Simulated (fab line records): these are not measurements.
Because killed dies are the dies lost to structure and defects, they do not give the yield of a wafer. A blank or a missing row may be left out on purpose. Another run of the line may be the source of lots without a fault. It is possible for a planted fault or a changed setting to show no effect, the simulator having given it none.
Tool commonality check | flow berkeleyCmos170 | Lots sampled 14, wafers sampled 42

## THE REASON FOR OPENING IT
Of 14 lots, 2 have the reading ACTIVE_OXIDE_THK flagged at UCB170_ACTIVE_THK_MEAS_03. Fault-free wafers read 26.4 nm, with a standard deviation of 0.58.
Rule: a lot is flagged in two cases, either no wafer of it has a number, or all its wafers with numbers fall more than 4 standard deviations from that mean. As for the other lots, they are considered sound.

lot  | measured    | on           | ACTIVE_OXIDE_THK (nm), wafer by wafer | flag
L291 | day 3 22:40 | filmMetro-04 | 25.9 25.6 26.0                        | 
L294 | day 4 10:46 | filmMetro-04 | 25.7 25.2 25.6                        | 
L295 | day 4 16:08 | filmMetro-03 | 25.6 25.9 25.6                        | 
L297 | day 5 02:04 | filmMetro-02 | 26.2 26.2 25.9                        | 
L298 | day 5 07:47 | filmMetro-04 | 26.9 27.1 26.8                        | 
L300 | day 5 18:50 | filmMetro-03 | 25.5 25.6 25.5                        | 
L302 | day 6 05:07 | filmMetro-04 | 26.3 26.2 26.0                        | 
L303 | day 6 05:11 | filmMetro-03 | 26.8 26.8 26.4                        | 
L305 | day 7 02:43 | filmMetro-02 | 27.4 26.9 27.0                        | 
L307 | day 7 02:43 | filmMetro-03 | 27.3 27.1 26.8                        | 
L306 | day 7 12:11 | filmMetro-02 | 34.0 34.1 34.2                        | FLAGGED
L308 | day 7 15:10 | filmMetro-03 | 32.9 32.6 32.3                        | FLAGGED
L310 | day 7 21:43 | filmMetro-04 | 26.2 25.8 25.5                        | 
L309 | day 7 21:46 | filmMetro-03 | 26.1 25.9 26.1                        | 
The numbers of the flagged lots are 33.4 nm on average: +7.0 nm against the usual, or +12 standard deviations.

## WHICH TOOL RAN EACH LOT
Before the reading, the record contains 2 process steps out of a 331-step route. In each cell: the tool, then ch and the chambers that the sampled wafers went through, then the start.
lot  | flag    | UCB170_ZERO_ETCH_06              | UCB170_ACTIVE_OXIDATION_02
L291 |         | rieDiel-01 ch 0,2,3, day 1 21:00 | furnace-02 ch 0, day 3 21:17
L294 |         | rieDiel-03 ch 0,1, day 2 11:35   | furnace-02 ch 0, day 4 09:25
L295 |         | rieDiel-03 ch 2,3, day 2 17:58   | furnace-01 ch 0, day 4 14:47
L297 |         | rieDiel-01 ch 0,1,3, day 3 00:53 | furnace-01 ch 0, day 5 00:43
L298 |         | rieDiel-01 ch 1,2, day 3 05:45   | furnace-03 ch 0, day 5 06:26
L300 |         | rieDiel-02 ch 0,3, day 3 15:59   | furnace-02 ch 0, day 5 17:21
L302 |         | rieDiel-02 ch 1,3, day 4 03:37   | furnace-03 ch 0, day 6 03:46
L303 |         | rieDiel-01 ch 0,1, day 4 06:54   | furnace-03 ch 0, day 6 03:46
L305 |         | rieDiel-01 ch 0,2,3, day 4 18:23 | furnace-03 ch 0, day 7 01:22
L307 |         | rieDiel-02 ch 0,1, day 5 02:24   | furnace-03 ch 0, day 7 01:22
L306 | FLAGGED | rieDiel-03 ch 0,3, day 4 23:51   | furnace-03 ch 0, day 7 10:49
L308 | FLAGGED | rieDiel-03 ch 0,1,2, day 5 11:13 | furnace-03 ch 0, day 7 13:49
L310 |         | rieDiel-01 ch 0,2,3, day 5 21:07 | furnace-02 ch 0, day 7 20:22
L309 |         | rieDiel-02 ch 0,3, day 5 16:50   | furnace-02 ch 0, day 7 20:22
These steps, and what they do:
- UCB170_ZERO_ETCH_06: etches SiO2 in CHF3/CF4/Ar, time 12 s.
- UCB170_ACTIVE_OXIDATION_02: target thk 26.4 nm, ox time 1260 s.
- UCB170_ACTIVE_THK_MEAS_03

## FLAGGED AGAINST TOTAL, ONE TOOL AT A TIME (gauges that did the reading follow at the end)
step                       | tool         | lots run | flagged | share of the flagged lots | sound lots run after its first flagged lot
UCB170_ZERO_ETCH_06        | rieDiel-01   | 6        | 0       | none                      | -
UCB170_ZERO_ETCH_06        | rieDiel-02   | 4        | 0       | none                      | -
UCB170_ZERO_ETCH_06        | rieDiel-03   | 4        | 2       | all                       | 0
UCB170_ACTIVE_OXIDATION_02 | furnace-01   | 2        | 0       | none                      | -
UCB170_ACTIVE_OXIDATION_02 | furnace-02   | 5        | 0       | none                      | -
UCB170_ACTIVE_OXIDATION_02 | furnace-03   | 7        | 2       | all                       | 0
UCB170_ACTIVE_THK_MEAS_03  | filmMetro-02 | 3        | 1       | some                      | 0
UCB170_ACTIVE_THK_MEAS_03  | filmMetro-03 | 6        | 1       | some                      | 1 (L309)
UCB170_ACTIVE_THK_MEAS_03  | filmMetro-04 | 5        | 0       | none                      | -

## WHAT IS ALLOWED BY THE TABLE
rieDiel-03 at UCB170_ZERO_ETCH_06 and furnace-03 at UCB170_ACTIVE_OXIDATION_02 are the 2 rows of the table that ran each flagged lot.
- rieDiel-03 at UCB170_ZERO_ETCH_06 ran 4 lots, 2 of them flagged. Its last sound lot is L295 (day 2 17:58), its first flagged lot L306 (day 4 23:51): a fault that began between those two fits.
- furnace-03 at UCB170_ACTIVE_OXIDATION_02 ran 7 lots, 2 of them flagged. Its last sound lot is L305 (day 7 01:22), its first flagged lot L306 (day 7 10:49): a fault that began between those two fits.
A lot count leaves these 2 tools indistinguishable: every one of them fits a fault beginning at some hour. More lots, or a look at what each step does to the wafer, might.

## WHAT THE SIMULATOR PUT IN
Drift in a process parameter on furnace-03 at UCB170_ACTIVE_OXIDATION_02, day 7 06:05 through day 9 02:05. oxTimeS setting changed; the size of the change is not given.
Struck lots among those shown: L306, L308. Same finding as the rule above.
